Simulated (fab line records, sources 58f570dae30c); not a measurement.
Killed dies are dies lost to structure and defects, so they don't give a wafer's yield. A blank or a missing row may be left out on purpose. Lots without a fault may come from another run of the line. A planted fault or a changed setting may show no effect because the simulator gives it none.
Which tool did it? | flow berkeley_cmos170 | 13 lots, 39 wafers sampled, at 4 steps of a route of 331

WHAT THE GAUGES READ, wafer by wafer
UCB170_SDANNEAL_RS_MEAS_05: measures by four-point-probe.
lot  | measured     | on            | NLDD_RS (ohm/sq)
L449 | day 7 02:49  | film_metro-02 | 617.4 617.1 615.2
L448 | day 7 02:59  | film_metro-03 | 616.8 614.8 616.7
L451 | day 7 03:17  | film_metro-04 | 613.8 616.2 615.2
L450 | day 7 03:38  | film_metro-03 | 617.8 617.3 618.5
L453 | day 7 13:11  | film_metro-04 | 614.9 613.4 615.0
L452 | day 7 13:25  | film_metro-02 | 614.7 614.6 614.5
L454 | day 7 13:39  | film_metro-03 | 618.1 619.2 618.2
L455 | day 8 01:07  | film_metro-03 | 616.8 618.1 617.1
L459 | day 9 06:41  | film_metro-04 | 616.9 618.2 615.1
L467 | day 10 19:27 | film_metro-03 | 614.6 615.1 614.4
L465 | day 10 19:58 | film_metro-03 | 619.9 618.4 620.0
L466 | day 10 21:19 | film_metro-03 | 618.2 617.0 618.6
L471 | day 10 23:09 | film_metro-03 | 617.2 618.7 617.6

UCB170_M3_BOW_MEAS_20.
lot  | measured     | on            | M3_BOW (um)
L449 | day 8 04:12  | film_metro-02 | 30 30 39
L448 | day 8 04:59  | film_metro-03 | 44 28 32
L451 | day 8 08:28  | film_metro-04 | 35 24 33
L450 | day 8 07:08  | film_metro-02 | 27 24 17
L453 | day 8 13:43  | film_metro-02 | 23 30 41
L452 | day 8 14:43  | film_metro-02 | 32 33 37
L454 | day 8 15:21  | film_metro-04 | 31 35 48
L455 | day 9 02:41  | film_metro-03 | 48 36 36
L459 | day 10 10:08 | film_metro-04 | 32 31 33
L467 | day 12 01:30 | film_metro-03 | 42 37 53
L465 | day 12 00:56 | film_metro-03 | 36 35 23
L466 | day 12 01:41 | film_metro-04 | 36 27 43
L471 | day 12 01:49 | film_metro-02 | 37 40 37

WHICH TOOL RAN EACH LOT (tool, then ch and the chambers of the sampled wafers, then the start)
lot  | UCB170_V2_CMP_02              | UCB170_M3_ETCH_17
L449 | cmp-01 ch 1,2,3, day 7 23:03  | rie_diel-01 ch 0,3, day 8 03:44
L448 | cmp-02 ch 0,1,2, day 7 23:17  | rie_diel-04 ch 1,3, day 8 04:32
L451 | cmp-01 ch 0,1, day 8 01:14    | rie_diel-03 ch 0,1, day 8 07:58
L450 | cmp-01 ch 1,2,3, day 7 23:37  | rie_diel-01 ch 0,2,3, day 8 06:41
L453 | cmp-02 ch 2,3, day 8 07:34    | rie_diel-03 ch 1,2,3, day 8 13:16
L452 | cmp-01 ch 0,3, day 8 07:49    | rie_diel-04 ch 1,2,3, day 8 14:16
L454 | cmp-02 ch 0,1, day 8 08:24    | rie_diel-01 ch 2,3, day 8 14:53
L455 | cmp-02 ch 2,3, day 8 21:33    | rie_diel-04 ch 0,2,3, day 9 02:12
L459 | cmp-01 ch 0,2,3, day 10 02:46 | rie_diel-01 ch 0,2,3, day 10 09:41
L467 | cmp-02 ch 0,1,3, day 11 16:13 | rie_diel-03 ch 0,3, day 12 01:03
L465 | cmp-01 ch 1,2,3, day 11 15:39 | rie_diel-03 ch 0,2, day 12 00:26
L466 | cmp-02 ch 1,2,3, day 11 16:58 | rie_diel-04 ch 0,1,3, day 12 01:14
L471 | cmp-02 ch 1,2,3, day 11 17:32 | rie_diel-03 ch 0,3, day 12 01:20
- UCB170_V2_CMP_02: polishes SiO2.
- UCB170_M3_ETCH_17: etches BARC in N2/H2.

WHAT THE TOOLS THEMSELVES READ (means of the sampled wafers that have a number; where no wafer has one, the mark that the record gives instead)
UCB170_V2_CMP_02.
lot  | tool   | edge_zone_pressure_frac | motor_current_A (A)
L449 | cmp-01 | 1.002                   | 18.5
L448 | cmp-02 | 0.999                   | 17.4
L451 | cmp-01 | 0.996                   | 19.1
L450 | cmp-01 | 1.001                   | 18.8
L453 | cmp-02 | 0.998                   | 18.5
L452 | cmp-01 | 1.009                   | 18.5
L454 | cmp-02 | 0.992                   | 15.7
L455 | cmp-02 | 1.004                   | 19.0
L459 | cmp-01 | 1.000                   | 18.5
L467 | cmp-02 | 1.001                   | 17.3
L465 | cmp-01 | 1.001                   | 18.8
L466 | cmp-02 | 1.001                   | 17.7
L471 | cmp-02 | 1.003                   | 17.3

UCB170_M3_ETCH_17.
lot  | tool        | drypump_motor_current_A (A) | oes_product_au (a.u.) | rf_fwd_power_W (W) | throttle_valve_pct (%)
L449 | rie_diel-01 | 5.5                         | 1.024                 | 494.8              | 13.12
L448 | rie_diel-04 | 5.8                         | 0.993                 | 496.0              | 13.26
L451 | rie_diel-03 | 5.7                         | 0.989                 | 493.5              | 13.42
L450 | rie_diel-01 | 5.7                         | 1.006                 | 493.9              | 13.20
L453 | rie_diel-03 | 5.5                         | 0.988                 | 492.6              | 13.40
L452 | rie_diel-04 | 6.1                         | 0.998                 | 494.1              | 13.28
L454 | rie_diel-01 | 5.6                         | 1.021                 | 493.8              | 13.18
L455 | rie_diel-04 | 6.4                         | 0.990                 | 494.2              | 13.28
L459 | rie_diel-01 | 5.7                         | 0.986                 | 469.5              | 13.19
L467 | rie_diel-03 | 5.5                         | 0.999                 | 496.3              | 13.36
L465 | rie_diel-03 | 6.0                         | 0.989                 | 493.8              | 13.34
L466 | rie_diel-04 | 6.0                         | 0.993                 | 494.6              | 13.27
L471 | rie_diel-03 | 5.5                         | 0.995                 | 493.5              | 13.36

THE ANSWER, worked out from the rows above alone
Rule: what is usual is taken from the lots themselves. Put in order of their means at a reading, lots are off if they are a third of the lots or fewer, leave a main group of 4 or more, and stand apart from it by a gap of 3 or more times the standard deviation of the main group's means; of several such gaps the widest counts. A main group whose means are all the same, to the digits that the tables above print for the reading, isn't used. A lot without any number at a reading at which 4 lots or more have one is off too. The other lots that the step has rows for count as sound. The gauges are gone through in route order, then the tools' own readings, and for those a lot's mean is taken as printed above. The first step at which some lot is off is used, and at that step the reading that is off furthest; a lot without a number counts as furthest.
Off: L459, at UCB170_M3_ETCH_17 (rf_fwd_power_W). The main group: mean 494.3 W, standard deviation 1.
A tool fits if, at that step or a process step before it, it ran every lot that is off, and no sound lot after the first of them. One fits: rie_diel-01 at UCB170_M3_ETCH_17. Its last sound lot is L454 (day 8 14:53), its first lot that is off L459 (day 10 09:41): a fault that began between those two fits.
The tool's own readings at UCB170_M3_ETCH_17 bear it out: on the lots that are off they differ by more than 5 times the standard deviation of the sound lots' means. rf_fwd_power_W reads 469.5 W there against 494.3 W on the sound lots.

WHAT THE SIMULATOR HAD PUT IN
Process parameter drift: rie_diel-01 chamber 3, from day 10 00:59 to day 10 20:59, at UCB170_M3_ETCH_17. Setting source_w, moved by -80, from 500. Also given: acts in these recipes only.
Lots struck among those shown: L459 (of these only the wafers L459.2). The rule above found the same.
